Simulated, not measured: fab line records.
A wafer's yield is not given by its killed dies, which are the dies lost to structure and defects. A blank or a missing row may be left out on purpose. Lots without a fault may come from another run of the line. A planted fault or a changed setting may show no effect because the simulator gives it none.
A lot that was struck, set against a sound lot :: flow berkeleyCmos170 :: 17 out of 331 route steps
Sound: the wafers L557.3, L557.4, L557.6. Wafers L559.1, L559.2, L559.4 were the ones struck. Last of all comes the cause.
For every step that has rows: the tool of each side, followed by ch and its chambers, followed by its first start. Under that, the readings that differ: sound wafers :: struck wafers :: difference of the means :: sigmas: that difference in standard deviations of wafers without a fault.
alike: a reading whose means differ by less than 2 such deviations, as well as words and numbers matching on both sides. not compared: withheld readings; readings where some wafer has no value; bounds like >300 that might hide an equal value; numbers whose values overlap and for which the record gives no deviation.
The two part at a step that has a row with sigmas, a row that says differs or no value, or rows on one side only. Numbers that have no deviation but don't overlap get no sigmas and don't part them. A reading missing from all wafers of one side parts the sides only when that side holds two or more wafers.

UCB170_SACOX_THK_MEAS_02:
  struck on filmMetro-03, day 7 04:30; sound on filmMetro-04, day 6 04:47
  alike: SACOX_OXIDE_THK
then, 2 steps without rows for these wafers: UCB170_SCREENOX_WET_ETCH_00 (etches SiO2 in dHF, time 200 s); UCB170_SCREENOX_OXIDATION_01 (target thk 14.4 nm, ox time 2400 s).
UCB170_SCREENOX_THK_MEAS_02:
  struck on filmMetro-02, day 7 11:15; sound on filmMetro-04, day 6 07:45
reading: SCREENOX_OXIDE_THK (nm)
sound: 13.6 14.0 13.9
struck: 14.4 14.5 14.5
difference: +0.6
sigmas: +2
then, 7 steps without rows for these wafers: UCB170_SCREENOX_ANNEAL_03 (time 900 s); UCB170_NVT_HMDS_00 (prime time 60 s); UCB170_NVT_COAT_01 (resist thk 900 nm); UCB170_NVT_SOFTBAKE_02 (time 60 s); UCB170_NVT_EXPOSE_03 (exposes mask PWELL, target cd 3000 nm); UCB170_NVT_PEB_04; UCB170_NVT_DEVELOP_05 (develop time 45 s).
UCB170_NVT_OVL_MEAS_06:
  struck on overlay-02, day 7 16:52; sound on overlay-02, day 6 12:35
  alike: NVT_OVL
UCB170_NVT_IMPLANT_07:
  sound on implanter-02 ch 0, day 6 12:40; struck on implanter-04 ch 0, day 7 16:54
reading: implantIonAmu
sound: 49 49 49
struck: 11 11 11
difference: -38
sigmas: 

reading: model.implant.rpNm (nm)
sound: 37.45 37.45 37.45
struck: 155.3 155.3 155.3
difference: +117.9
sigmas: 

reading: model.implant.drpNm (nm)
sound: 18.57 18.57 18.57
struck: 58.55 58.55 58.55
difference: +39.98
sigmas: 
UCB170_NVT_STRIP_08: strips in O2.
  sound on plasmaAsher-04 ch 0,1, day 6 12:48; struck on plasmaAsher-03 ch 0,1, day 7 17:03
  alike: drypumpMotorCurrentA, oesProductAu, stripTimeToEndpointS
  not compared: rfHoursCounterH
UCB170_NVT_TW_MEAS_09:
  struck on filmMetro-02, day 7 17:09; sound on filmMetro-02, day 6 12:53
reading: NVT_TW
sound: 523 523 525
struck: 314 314 315
difference: -209
sigmas: -47
then, 1 step without rows for these wafers: UCB170_NVT_CLEAN_10 (cleans in SPM, time 600 s).
UCB170_M3_PROBE_99:
  the record has rows for the sound wafers here (prober-02, day 9 06:53) and none for the struck ones

## WHERE THEY PART
Last at UCB170_M3_PROBE_99 as far as this record goes, first at UCB170_SCREENOX_THK_MEAS_02.

WHY: what had been put in by the simulator
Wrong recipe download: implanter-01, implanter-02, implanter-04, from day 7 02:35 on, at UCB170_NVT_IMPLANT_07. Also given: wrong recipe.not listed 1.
